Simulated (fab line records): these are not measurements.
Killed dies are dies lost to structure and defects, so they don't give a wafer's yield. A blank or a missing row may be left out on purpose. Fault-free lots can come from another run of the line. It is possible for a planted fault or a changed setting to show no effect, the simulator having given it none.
fab line records    flow rit_cmos
record: lots: 14  wafers: 42  last_day: 8
route steps=202 shown PRETRO@68
lots that met no fault: from a run of the same line without faults
start_h: start of the lot's first displayed wafer, in hours after the record's first day    wait_h: hours elapsed since this lot's preceding step    " repeats the value in the row above    L1.1+2: a single row standing in for several wafers    - either no value or no given start    * or withheld: withheld    < > ~ a bound
route shown NAME@n: a module of which the file shows steps, and the number in the route of the first    usual: average and standard deviation across the fault-free wafers    same: alike in all rows    chamber/n: place in a boat    sites: each site's reading    _std_site: standard deviation of those values    _edge_site: mean of outer sites minus mean of inner sites    radius_mm: how far each site lies from the wafer's centre    mask NAME#n: copy n    behind: the tool/chamber that last shaped the wafer    hold: reason for holding the lot/hours on hold/outcome of the hold    device: whichever transistor did not switch (one of n, p or np)    end of line: the tests these same wafers got at the end of their route    a step given without rows: its recipe and nothing more    killed: dies lost to structure and defects at the first sort, not the wafer's yield    map: the dies of a wafer, with x for killed, . for not killed, _ for no die there
set.NAME: the setting that was run; set.NAME@STEP: the one run at that earlier step    model.NAME: the simulator's own value behind a step, which no gauge read
the route's steps for a sample of lots (tables are steps, rows are wafers)
== steps ==
step: RIT_PRETRO_PEB_04
recipe: resist: NOVOLAK  temp_c: withheld  time_s: withheld
usual: chill_plate_temp_C: *  exhaust_pa: 45.1/0.83
lot.wafer  tool            chamber  start_h  wait_h  chill_plate_temp_C  exhaust_pa
L919.2     litho_track-01  0        37.02    0.1     *                   45.0
L919.3     "               0        "        "       *                   45.6
L919.5     "               0        "        "       *                   43.6
L921.2     litho_track-03  0        52.16    0.1     *                   44.8
L921.4     "               0        "        "       *                   45.4
L921.6     "               0        "        "       *                   45.3
L922.1     litho_track-04  0        54.59    0.1     *                   44.6
L922.4     "               0        "        "       *                   46.1
L922.5     "               0        "        "       *                   45.0
L924.3     litho_track-03  0        66.83    0.1     *                   46.9
L924.4     "               0        "        "       *                   45.3
L924.5     "               0        "        "       *                   44.8
L926.2     litho_track-04  0        72.83    0.1     *                   45.7
L926.4     "               0        "        "       *                   46.6
L926.6     "               0        "        "       *                   45.9
L929.2     litho_track-04  -        87.26    0.1     -                   -
L929.4     "               -        "        "       -                   -
L929.6     "               -        "        "       -                   -
L930.3     litho_track-01  -        95.59    0.1     -                   -
L930.4     "               -        "        "       -                   -
L930.5     "               -        "        "       -                   -
L931.1     litho_track-01  0        100.19   0.1     *                   45.5
L931.5     "               0        "        "       *                   45.8
L931.6     "               0        "        "       *                   45.1
L935.3     litho_track-04  0        121.85   0.1     *                   44.3
L935.4     "               0        "        "       *                   45.1
L935.5     "               0        "        "       *                   43.6
L936.2     litho_track-01  0        128.32   0.1     *                   43.5
L936.3     "               0        "        "       *                   44.4
L936.6     "               0        "        "       *                   44.1
L937.4     litho_track-01  0        136.27   0.1     *                   44.5
L937.5     "               0        "        "       *                   44.5
L937.6     "               0        "        "       *                   43.0
L938.1     litho_track-03  0        142.21   0.1     *                   45.8
L938.4     "               0        "        "       *                   44.9
L938.6     "               0        "        "       *                   45.9
L939.3     litho_track-01  0        147.34   0.1     *                   44.5
L939.4     "               0        "        "       *                   45.6
L939.6     "               0        "        "       *                   45.8
L940.2     litho_track-01  0        153.71   0.1     *                   45.6
L940.3     "               0        "        "       *                   45.8
L940.6     "               0        "        "       *                   46.4
== key ==
first_sign: step: RIT_PRETRO_PEB_04  reading: tool_record  direction: missing
effect none on later readings
met_at RIT_PRETRO_PEB_04
struck_lots L929,L930
sort_left_out L929.2,L929.4,L929.6,L930.3,L930.4,L930.5
tester_left_out L929,L930
onset_between 72.83 87.26
fault: kind: skipped_step_whole  tool: litho_track-01,litho_track-04  chamber: -  onset_h: 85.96  steps: RIT_PRETRO_PEB_04  scope: struck_lots_only
tester_left_out: of these lots the tester's yield and bins aren't shown, on N5 and GAA mostly nor the transistor test; their killed dies are dies lost to structure and defects alone, not to doping, threshold or leakage, so they don't give the yield
sort_left_out: the simulated sort isn't trusted on such a fault, so these wafers' sort isn't shown, and their yield isn't known
